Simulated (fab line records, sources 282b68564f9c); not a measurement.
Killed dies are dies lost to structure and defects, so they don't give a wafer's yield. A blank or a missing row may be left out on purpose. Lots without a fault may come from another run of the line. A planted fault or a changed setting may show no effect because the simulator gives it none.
One fault seen from 2 desks | flow rit_cmos | each desk has only its own numbers; what lay behind them comes last

THE TOOL OWNER'S DESK: pvd_sputter-01
The tool's own readings at RIT_SILICIDE_SPUTTER_01 (material Ti, target thk 30 nm, time 229.5 s): means of the sampled wafers that have a number, for each lot that ran on this tool. A lot is out of limits, marked OUT, if its mean lies more than 4 standard deviations from the usual mean; the brackets give that distance.
Columns: A = cathode_dc_power_W at RIT_SILICIDE_SPUTTER_01, usual 350.01 W; B = throttle_valve_pct at RIT_SILICIDE_SPUTTER_01, usual 30.2 %
lot  | first seen here | A                        | B
L775 | day 3 13:28     | 350.01                   | 30.0
L777 | day 4 00:02     | 350.00                   | 30.8
L779 | day 4 07:08     | 350.04                   | 30.1
L781 | day 4 17:32     | 349.98                   | 29.8
L785 | day 5 13:45     | 519.33 (+99 or more) OUT | 30.5
L788 | day 6 04:32     | 519.37 (+99 or more) OUT | 30.6
This desk's finding: out of limits on L785, L788; first on L785, day 5 13:45 (cathode_dc_power_W at RIT_SILICIDE_SPUTTER_01). In limits: L775, L777, L779, L781.

THE METROLOGY DESK
What the gauges read, lot by lot, whatever tool the lot ran on: means of the sampled wafers that have a number. A lot is out of limits, marked OUT, if its mean lies more than 4 standard deviations from the usual mean; the brackets give that distance.
Columns: A = SILICIDE_TI_RS at RIT_SILICIDE_RS_MEAS_02, usual 50.7 ohm/sq; B = SILICIDE_TI_THK at RIT_SILICIDE_THK_MEAS_03, usual 28.26 nm
lot  | first seen here | A              | B
L773 | day 3 03:28     | 50.3           | 28.52
L774 | day 3 06:28     | 51.2           | 28.05
L775 | day 3 13:37     | 50.5           | 28.29
L776 | day 3 17:45     | 51.1           | 28.16
L777 | day 4 00:11     | 50.9           | 28.39
L778 | day 4 03:38     | 51.6           | 27.87
L779 | day 4 07:17     | 49.9           | 28.63
L780 | day 4 13:39     | 50.7           | 28.22
L781 | day 4 17:41     | 51.7           | 27.94
L785 | day 5 13:54     | 31.0 (-35) OUT | 42.04 (+53) OUT
L788 | day 6 04:41     | 31.2 (-34) OUT | 41.65 (+51) OUT
L793 | day 7 08:29     | 50.9           | 28.34
L795 | day 7 18:07     | 50.2           | 28.63
This desk's finding: out of limits on L785, L788; first on L785, day 5 13:54 (SILICIDE_TI_RS at RIT_SILICIDE_RS_MEAS_02). In limits: L773, L774, L775, L776, L777, L778, L779, L780, L781, L793, L795.

PUT TOGETHER
The tool owner's desk could have raised an alarm at day 5 13:45, on L785, L788.
The metrology desk could have raised an alarm at day 5 13:54, on L785, L788.
Of the lots named, all ran RIT_SILICIDE_SPUTTER_01 on pvd_sputter-01.

WHAT THE SIMULATOR HAD PUT IN
Process parameter drift: pvd_sputter-01, from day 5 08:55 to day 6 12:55, at RIT_SILICIDE_SPUTTER_01. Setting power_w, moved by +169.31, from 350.
Lots struck among those shown: L785, L788.
Hours from the fault's start to each desk's first reading out of limits: the tool owner's desk, 5; the metrology desk, 5.
